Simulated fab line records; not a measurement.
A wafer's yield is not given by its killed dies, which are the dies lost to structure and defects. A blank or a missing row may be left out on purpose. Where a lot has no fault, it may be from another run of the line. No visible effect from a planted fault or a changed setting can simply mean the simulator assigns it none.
fab line records    flow rit-cmos
[record] lots = 6  wafers = 18  last-day = 7
route steps=202 shown NSD@138 PSD@142 SDANNEAL@153 M1@202
lots that met no fault: taken from a fault-free run of the same line
start-h: start of the lot's first displayed wafer, in hours after the record's first day    wait-h: hours elapsed since this lot's preceding step    " as in the row above    L1.1+2: a row that stands for several wafers    - no value, or no start given    * or withheld: withheld    < > ~ a bound
route shown NAME@n: names a module that has steps shown in the file, with the first one's number in the route    usual: the fault-free wafers' mean and standard deviation    same: alike in all rows    chamber/n: place in a boat    sites: per-site readings    _std_site: standard deviation of those values    _edge_site: mean of outer sites minus mean of inner sites    radius-mm: for every site, how far away it sits from the centre of the wafer    mask NAME#n: copy n    behind: the last tool/chamber to shape the wafer    hold: cause of the lot's hold/its duration in hours/its outcome    device: which transistor (n, p or np) failed to switch    end of line: tests run on the same wafers once the route is complete    step lacking rows: just its recipe    killed: the dies lost at the first sort to structure and to defects; this is not the yield of the wafer    map: per-die view of a wafer (x killed, . not killed, _ where there is no die)
set.NAME: setting as actually run; set.NAME@STEP: the setting as run at that earlier step    model.NAME: the simulator's own value behind a step, which no gauge read
lots seen at some steps along the route; tables by step, rows by wafer
services: a tool's chamber out of use, with start hour (start-h, from the record's first day; less than 0 if before it), hours out, and reason
[[steps]]
[step RIT_NSD_HARDBAKE_07]
[recipe] resist = NOVOLAK  temp-c = 140  time-s = 60
[step RIT_NSD_IMPLANT_08]
[recipe] species = P  energy-kev = 25  dose-cm2 = 1e+15  tilt-deg = 7
[step RIT_NSD_STRIP_09]
[recipe] chemistry = O2  time-s = 180  resist = NOVOLAK  platen-temp-c = withheld  power-w = 500  pressure-mtorr = 4000  o2-flow-sccm = 4000
[usual] drypump-motor-current-A = 5.9/0.31
lot.wafer  tool             chamber  start-h  wait-h  drypump-motor-current-A  rf-hours-counter-h
L794.1     plasma-asher-01  0        57.98    0.1     6.2                      38
L794.3     "                0        "        "       6.2                      -
L794.4     "                1        "        "       5.2                      -
L798.1     plasma-asher-02  1        77.36    0.1     6.1                      45
L798.2     "                0        "        "       6.0                      45
L798.5     "                1        "        "       6.1                      -
L802.2     plasma-asher-01  0        97.39    0.1     6.2                      43
L802.3     "                0        "        "       6.2                      -
L802.4     "                1        "        "       5.2                      -
L804.1     plasma-asher-02  0        109.39   0.1     6.0                      49
L804.5     "                1        "        "       6.1                      -
L804.6     "                0        "        "       6.0                      -
L808.1     plasma-asher-03  0        126.78   0.1     6.1                      37
L808.5     "                1        "        "       5.8                      -
L808.6     "                0        "        "       6.1                      -
L812.1     plasma-asher-03  1        147.64   0.1     5.8                      39
L812.4     "                0        "        "       6.1                      -
L812.5     "                1        "        "       5.7                      -
[step RIT_NSD_TW_MEAS_10]
[usual] NSD_TW = 3120/19
lot.wafer  tool           chamber  start-h  wait-h  NSD_TW
L794.1     film-metro-01  -        58.16    0.1     3111
L794.3     "              -        "        "       3116
L794.4     "              -        "        "       3128
L798.1     film-metro-02  -        77.53    0.1     3086
L798.2     "              -        "        "       3097
L798.5     "              -        "        "       3080
L802.2     film-metro-02  -        97.57    0.1     3097
L802.3     "              -        "        "       3108
L802.4     "              -        "        "       3093
L804.1     film-metro-01  -        109.57   0.1     3128
L804.5     "              -        "        "       3109
L804.6     "              -        "        "       3110
L808.1     film-metro-01  -        126.95   0.1     3127
L808.5     "              -        "        "       3133
L808.6     "              -        "        "       3132
L812.1     film-metro-03  -        147.82   0.1     3127
L812.4     "              -        "        "       3124
L812.5     "              -        "        "       3157
[step RIT_PSD_HMDS_00]
[recipe] prime-time-s = 60  prime-temp-c = 140
[step RIT_PSD_COAT_01]
[recipe] resist = NOVOLAK  spin-rpm = 3250  resist-thk-nm = 1000
[step RIT_PSD_SOFTBAKE_02]
[recipe] resist = NOVOLAK  temp-c = 90  time-s = 60
[step RIT_PSD_EXPOSE_03]
[recipe] mask-id = M10  na = 0.57  target-cd-nm = 40900  dose-mj = 250
[step RIT_PSD_PEB_04]
[recipe] resist = NOVOLAK  temp-c = withheld  time-s = withheld
[step RIT_PSD_DEVELOP_05]
[recipe] resist = NOVOLAK  develop-time-s = 50  dev-temp-c = 23
[step RIT_PSD_OVL_MEAS_06]
[usual] PSD_OVL = 0.1/1.3
lot.wafer  tool        chamber  start-h  wait-h  PSD_OVL[nm]
L794.1     overlay-02  -        59.07    -       2.7
L794.3     "           -        "        "       -0.5
L794.4     "           -        "        "       -0.2
L798.1     overlay-02  -        78.44    -       0.7
L798.2     "           -        "        "       -0.8
L798.5     "           -        "        "       1.0
L802.2     overlay-02  -        98.48    -       1.1
L802.3     "           -        "        "       1.3
L802.4     "           -        "        "       0.5
L804.1     overlay-02  -        110.60   -       0.3
L804.5     "           -        "        "       1.3
L804.6     "           -        "        "       1.5
L808.1     overlay-01  -        127.99   -       0.8
L808.5     "           -        "        "       0.4
L808.6     "           -        "        "       0.4
L812.1     overlay-01  -        148.85   -       -0.7
L812.4     "           -        "        "       -1.8
L812.5     "           -        "        "       -0.3
[step RIT_PSD_HARDBAKE_07]
[recipe] resist = NOVOLAK  temp-c = 141  time-s = 60
[step RIT_PSD_IMPLANT_08]
[recipe] species = BF2  energy-kev = 27  dose-cm2 = 5e+15  tilt-deg = 7
[usual] end-station-pressure-torr = 1.37e-05/7.8e-07  tilt-deg = 6.999/0.018
lot.wafer  tool          chamber  start-h  wait-h  end-station-pressure-torr  tilt-deg
L794.1     implanter-03  0        59.26    0.1     1.23e-05                   7.018
L794.3     "             0        "        "       1.36e-05                   7.010
L794.4     "             0        "        "       1.39e-05                   7.028
L798.1     implanter-02  0        78.63    0.1     1.4e-05                    7.027
L798.2     "             0        "        "       1.45e-05                   7.002
L798.5     "             0        "        "       1.38e-05                   7.020
L802.2     implanter-02  0        98.68    0.1     1.38e-05                   8.736
L802.3     "             0        "        "       1.31e-05                   8.754
L802.4     "             0        "        "       1.28e-05                   8.760
L804.1     implanter-02  0        110.79   0.1     1.45e-05                   8.720
L804.5     "             0        "        "       1.48e-05                   8.721
L804.6     "             0        "        "       1.42e-05                   8.717
L808.1     implanter-03  0        128.17   0.1     1.36e-05                   6.993
L808.5     "             0        "        "       1.22e-05                   6.997
L808.6     "             0        "        "       1.25e-05                   7.006
L812.1     implanter-01  0        149.04   0.1     1.42e-05                   7.022
L812.4     "             0        "        "       1.41e-05                   7.033
L812.5     "             0        "        "       1.3e-05                    7.005
[step RIT_PSD_STRIP_09]
[recipe] chemistry = O2  time-s = 180  resist = NOVOLAK  platen-temp-c = withheld  power-w = 500  pressure-mtorr = 4000  o2-flow-sccm = 4000
[usual] drypump-motor-current-A = 5.8/0.41
lot.wafer  tool             chamber  start-h  wait-h  drypump-motor-current-A  rf-hours-counter-h
L794.1     plasma-asher-04  0        59.41    0.1     6.2                      41
L794.3     "                1        "        "       5.3                      -
L794.4     "                0        "        "       6.2                      -
L798.1     plasma-asher-03  0        78.78    0.1     6.1                      31
L798.2     "                1        "        "       5.8                      31
L798.5     "                0        "        "       6.1                      -
L802.2     plasma-asher-01  0        98.81    0.1     6.2                      43
L802.3     "                1        "        "       5.2                      -
L802.4     "                0        "        "       6.2                      -
L804.1     plasma-asher-03  0        110.94   0.1     6.1                      35
L804.5     "                0        "        "       6.1                      -
L804.6     "                1        "        "       5.7                      -
L808.1     plasma-asher-01  1        128.32   0.1     5.3                      1
L808.5     "                1        "        "       5.3                      -
L808.6     "                0        "        "       6.2                      -
L812.1     plasma-asher-01  1        149.19   0.1     5.2                      4
L812.4     "                1        "        "       5.3                      -
L812.5     "                0        "        "       6.2                      -
[step RIT_PSD_TW_MEAS_10]
[usual] PSD_TW = 3428/23
lot.wafer  tool           chamber  start-h  wait-h  PSD_TW
L794.1     film-metro-02  -        59.58    0.1     3401
L794.3     "              -        "        "       3425
L794.4     "              -        "        "       3434
L798.1     film-metro-02  -        78.95    0.1     3374
L798.2     "              -        "        "       3392
L798.5     "              -        "        "       3392
L802.2     film-metro-02  -        98.99    0.1     3388
L802.3     "              -        "        "       3414
L802.4     "              -        "        "       3401
L804.1     film-metro-02  -        111.11   0.1     3407
L804.5     "              -        "        "       3399
L804.6     "              -        "        "       3399
L808.1     film-metro-02  -        128.50   0.1     3411
L808.5     "              -        "        "       3418
L808.6     "              -        "        "       3409
L812.1     film-metro-02  -        149.37   0.1     3435
L812.4     "              -        "        "       3426
L812.5     "              -        "        "       3437
[step RIT_SDANNEAL_CLEAN_00]
[recipe] chemistry = SC1  mix = 3:3:50  time-s = 600  temp-c = 75
[step RIT_SDANNEAL_CLEAN_01]
[recipe] chemistry = dHF  dilution = 50:1  time-s = 30
[step RIT_SDANNEAL_CLEAN_02]
[recipe] chemistry = SC2  mix = 3:3:50  time-s = 600  temp-c = 75  dry = n2-spin
[step RIT_SDANNEAL_RTA_03]
[recipe] temp-c = 1050  time-s = 5  idle-temp-c = 600  ramp-up-c-per-s = 342  ramp-down-c-per-s = 171  cool-to-c = 600  ambient = N2
[usual] wafer_temp_C_max = 1053.5/1.1
lot.wafer  tool           chamber  start-h  wait-h  wafer_temp_C_max
L794.1     rtp-anneal-01  0        60.04    0.0     1052.7
L794.3     "              0        "        "       1055.3
L794.4     "              0        "        "       1054.2
L798.1     rtp-anneal-01  0        79.41    0.0     1054.0
L798.2     "              0        "        "       1054.6
L798.5     "              0        "        "       1055.4
L802.2     rtp-anneal-01  0        99.43    0.0     1053.3
L802.3     "              0        "        "       1054.3
L802.4     "              0        "        "       1053.0
L804.1     rtp-anneal-01  0        111.54   0.0     1054.8
L804.5     "              0        "        "       1052.4
L804.6     "              0        "        "       1053.6
L808.1     rtp-anneal-01  0        128.96   0.0     1053.1
L808.5     "              0        "        "       1052.9
L808.6     "              0        "        "       1052.1
L812.1     rtp-anneal-01  0        149.79   0.0     1055.1
L812.4     "              0        "        "       1051.3
L812.5     "              0        "        "       1054.1
[step RIT_SDANNEAL_RS_MEAS_04]
[recipe] thk-meas-gauge = four-point-probe
[usual] PSD_RS = 115.9/0.33
lot.wafer  tool           chamber  start-h  wait-h  PSD_RS[ohm/sq]
L794.1     film-metro-03  -        60.10    0.0     116.1
L794.3     "              -        "        "       116.0
L794.4     "              -        "        "       115.8
L798.1     film-metro-03  -        79.47    0.0     116.0
L798.2     "              -        "        "       116.1
L798.5     "              -        "        "       115.9
L802.2     film-metro-02  -        99.50    0.1     -
L802.3     "              -        "        "       -
L802.4     "              -        "        "       -
L804.1     film-metro-03  -        111.60   0.0     -
L804.5     "              -        "        "       -
L804.6     "              -        "        "       -
L808.1     film-metro-02  -        129.02   0.0     115.8
L808.5     "              -        "        "       115.6
L808.6     "              -        "        "       115.6
L812.1     film-metro-02  -        149.85   0.0     116.0
L812.4     "              -        "        "       115.7
L812.5     "              -        "        "       115.8
[step RIT_SDANNEAL_RS_MEAS_05]
[recipe] thk-meas-gauge = four-point-probe
[usual] NSD_RS = 84.54/0.28
lot.wafer  tool           chamber  start-h  wait-h  NSD_RS[ohm/sq]
L794.1     film-metro-03  -        60.22    0.1     84.70
L794.3     "              -        "        "       85.00
L794.4     "              -        "        "       85.00
L798.1     film-metro-03  -        79.59    0.1     84.33
L798.2     "              -        "        "       84.30
L798.5     "              -        "        "       84.34
L802.2     film-metro-02  -        99.62    0.1     84.35
L802.3     "              -        "        "       84.14
L802.4     "              -        "        "       84.21
L804.1     film-metro-03  -        111.72   0.1     84.68
L804.5     "              -        "        "       84.52
L804.6     "              -        "        "       84.56
L808.1     film-metro-02  -        129.14   0.1     84.66
L808.5     "              -        "        "       84.22
L808.6     "              -        "        "       84.71
L812.1     film-metro-02  -        149.97   0.1     84.12
L812.4     "              -        "        "       84.08
L812.5     "              -        "        "       84.27
[step RIT_M1_PROBE_99]
[usual] killed-at-contacts = 0.1/0.29  killed-at-front-end = 6.3/2.8  killed-dies = 6.4/2.8  killed-open = 3.3/1.7  killed-short = 3.1/1.9
[same] gross-dies = 264  killed_at_M0_to_M3 = 0  killed_at_M4_up = 0  killed-at-back-side = 0  killed-at-other = 0
lot.wafer  tool       chamber  start-h  wait-h  killed-at-contacts  killed-at-front-end  killed-dies  killed-open  killed-short  model.etest.diode-pplus-nwell.bv-v  model.etest.diode-pplus-nwell.cj-ff-um2  model.etest.diode-pplus-comb.cj-ff-um2  model.etest.pmos_0p15.bv-v  model.etest.pmos_0p3.bv-v
L794.1     prober-01  -        68.46    0.1     0                   6                    6            3            3             6.801                               1.632                                    1.931                                   5.709                       5.709
L794.3     prober-01  -        68.56    0.2     0                   11                   11           7            4             6.784                               1.641                                    1.93                                    5.714                       5.714
L794.4     prober-01  -        68.61    0.2     0                   4                    4            3            1             6.843                               1.633                                    1.933                                   5.611                       5.61
L798.1     prober-01  -        87.05    0.1     0                   2                    2            2            0             6.63                                1.68                                     1.977                                   5.657                       5.656
L798.2     prober-01  -        87.10    0.1     0                   4                    4            3            1             6.77                                1.659                                    1.963                                   5.682                       5.681
L798.5     prober-01  -        87.25    0.2     0                   6                    6            3            3             6.729                               1.678                                    1.971                                   5.721                       5.721
L802.2     prober-01  -        107.41   0.1     0                   9                    9            4            5             6.499                               1.766                                    2.059                                   5.626                       5.626
L802.3     prober-01  -        107.46   0.2     1                   13                   14           5            9             6.418                               1.78                                     2.067                                   5.548                       5.548
L802.4     prober-01  -        107.51   0.2     1                   5                    6            3            3             6.498                               1.754                                    2.058                                   5.585                       5.585
L804.1     prober-01  -        119.21   0.1     0                   6                    6            3            3             6.368                               1.798                                    2.09                                    5.648                       5.648
L804.5     prober-01  -        119.41   0.2     0                   6                    6            3            3             6.407                               1.811                                    2.087                                   5.693                       5.693
L804.6     prober-01  -        119.46   0.2     0                   6                    6            3            3             6.424                               1.796                                    2.079                                   5.672                       5.672
L808.1     prober-01  -        136.49   0.1     0                   5                    5            4            1             6.615                               1.708                                    1.987                                   5.644                       5.642
L808.5     prober-01  -        136.69   0.2     0                   3                    3            3            0             6.577                               1.694                                    1.986                                   5.641                       5.641
L808.6     prober-01  -        136.74   0.2     0                   4                    4            1            3             6.684                               1.707                                    1.998                                   5.674                       5.673
L812.1     prober-01  -        157.47   0.1     0                   5                    5            3            2             6.724                               1.668                                    1.964                                   5.691                       5.691
L812.4     prober-01  -        157.62   0.2     0                   15                   15           9            5             6.688                               1.679                                    1.964                                   5.69                        5.688
L812.5     prober-01  -        157.67   0.2     0                   10                   10           1            9             6.67                                1.677                                    1.962                                   5.678                       5.678
// killed by level:class
L794.1 SILICIDE:geometric-particle:open=2 FOX1:geometric-particle:short=1 GATE:geometric-particle:open=1 SPACER:geometric-particle:short=1 SILICIDE:geometric-particle:short=1
L794.3 GATE:geometric-particle:open=5 GATE:geometric-particle:short=2 FOX2:geometric-particle:open=1 REOX:geometric-particle:short=1 SPACER:geometric-particle:open=1 SILICIDE:geometric-particle:short=1
L794.4 FOX1:geometric-particle:short=1 GATE:geometric-particle:open=1 REOX:geometric-particle:open=1 SILICIDE:geometric-particle:open=1
L798.1 GATE:geometric-particle:open=1 SILICIDE:geometric-particle:open=1
L798.2 FOX2:geometric-particle:open=2 GATE:geometric-particle:short=1 REOX:geometric-particle:open=1
L798.5 GATE:geometric-particle:short=2 FOX1:geometric-particle:short=1 FOX2:geometric-particle:open=1 SPACER:geometric-particle:open=1 SILICIDE:geometric-particle:open=1
L802.2 GATE:geometric-particle:open=3 GATE:geometric-particle:short=2 SPACER:geometric-particle:short=2 REOX:geometric-particle:open=1 SILICIDE:geometric-particle:short=1
L802.3 GATE:geometric-particle:short=5 REOX:geometric-particle:short=3 FOX1:geometric-particle:open=2 SILICIDE:geometric-particle:open=2 CONTACT:geometric-particle:open=1 SILICIDE:geometric-particle:short=1
L802.4 SILICIDE:geometric-particle:short=2 FOX1:geometric-particle:open=1 GATE:geometric-particle:open=1 SILICIDE:geometric-particle:open=1 CONTACT:geometric-particle:short=1
L804.1 FOX1:geometric-particle:short=3 REOX:geometric-particle:open=2 GATE:geometric-particle:open=1
L804.5 REOX:geometric-particle:open=2 SPACER:geometric-particle:short=2 GATE:geometric-particle:short=1 SPACER:geometric-particle:open=1
L804.6 REOX:geometric-particle:open=2 GATE:geometric-particle:short=1 REOX:geometric-particle:short=1 SPACER:geometric-particle:short=1 SPACER:geometric-particle:open=1
L808.1 FOX1:geometric-particle:open=1 GATE:geometric-particle:open=1 GATE:geometric-particle:short=1 REOX:geometric-particle:open=1 SILICIDE:geometric-particle:open=1
L808.5 FOX2:geometric-particle:open=1 GATE:geometric-particle:open=1 REOX:geometric-particle:open=1
L808.6 REOX:geometric-particle:short=2 GATE:geometric-particle:short=1 GATE:geometric-particle:open=1
L812.1 REOX:geometric-particle:open=2 FOX1:geometric-particle:short=1 SILICIDE:geometric-particle:open=1 SILICIDE:geometric-particle:short=1
L812.4 SPACER:geometric-particle:open=4 REOX:geometric-particle:short=3 GATE:geometric-particle:open=2 FOX1:geometric-particle:open=1 FOX2:geometric-particle:short=1 REOX:geometric-particle:open=1 SILICIDE:geometric-particle:short=1 SILICIDE:geometric-particle:open=1
L812.5 REOX:geometric-particle:short=3 GATE:geometric-particle:short=2 FOX1:geometric-particle:short=1 FOX2:geometric-particle:short=1 REOX:geometric-particle:open=1 SPACER:geometric-particle:short=1 SILICIDE:geometric-particle:short=1
[[services]]
tool             chamber  start-h  hours  kind
plasma-asher-04  -        40.20    13.1   repair
implanter-02     -        56.59    8.4    repair
implanter-03     -        63.28    2.1    repair
plasma-asher-03  -        71.77    2.8    pm
implanter-02     -        76.25    2.2    repair
plasma-asher-04  -        83.19    3.2    repair
implanter-02     -        100.83   1.0    repair
implanter-01     -        106.97   2.5    repair
plasma-asher-01  -        108.75   9.0    pm
plasma-asher-01  0        108.75   9.0    vent-cycle
plasma-asher-01  1        108.75   9.0    vent-cycle
plasma-asher-01  0        117.75   -      clean
plasma-asher-01  1        117.75   -      clean
implanter-03     -        138.30   1.4    repair
plasma-asher-04  -        139.44   1.2    repair
[[key]]
[first-sign] step = RIT_PSD_IMPLANT_08  reading = tilt-deg  direction = up  sigmas = 95  usual = 6.999  struck = 8.735
[effect] step = RIT_SDANNEAL_RS_MEAS_04  reading = PSD_RS  direction = missing
[model-effect] step = RIT_M1_PROBE_99  value = etest.diode-pplus-nwell.bv-v  without = 6.712  struck = 6.436
met-at RIT_PSD_IMPLANT_08
struck-wafers L802.2,L802.3,L802.4,L804.1,L804.5,L804.6
tester-left-out L802,L804
onset-between 78.63 98.68
[fault] kind = process-parameter-drift  tool = implanter-02  chamber = -  onset-h = 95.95  steps = RIT_PSD_IMPLANT_08  channel = tilt-deg  offset = 1.7327  shape = step  end-h = 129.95  acts-in = these-recipes-only  stated = 7
// tester-left-out: of these lots the tester's yield and bins aren't shown, on N5 and GAA mostly nor the transistor test; their killed dies are dies lost to structure and defects alone, not to doping, threshold or leakage, so they don't give the yield
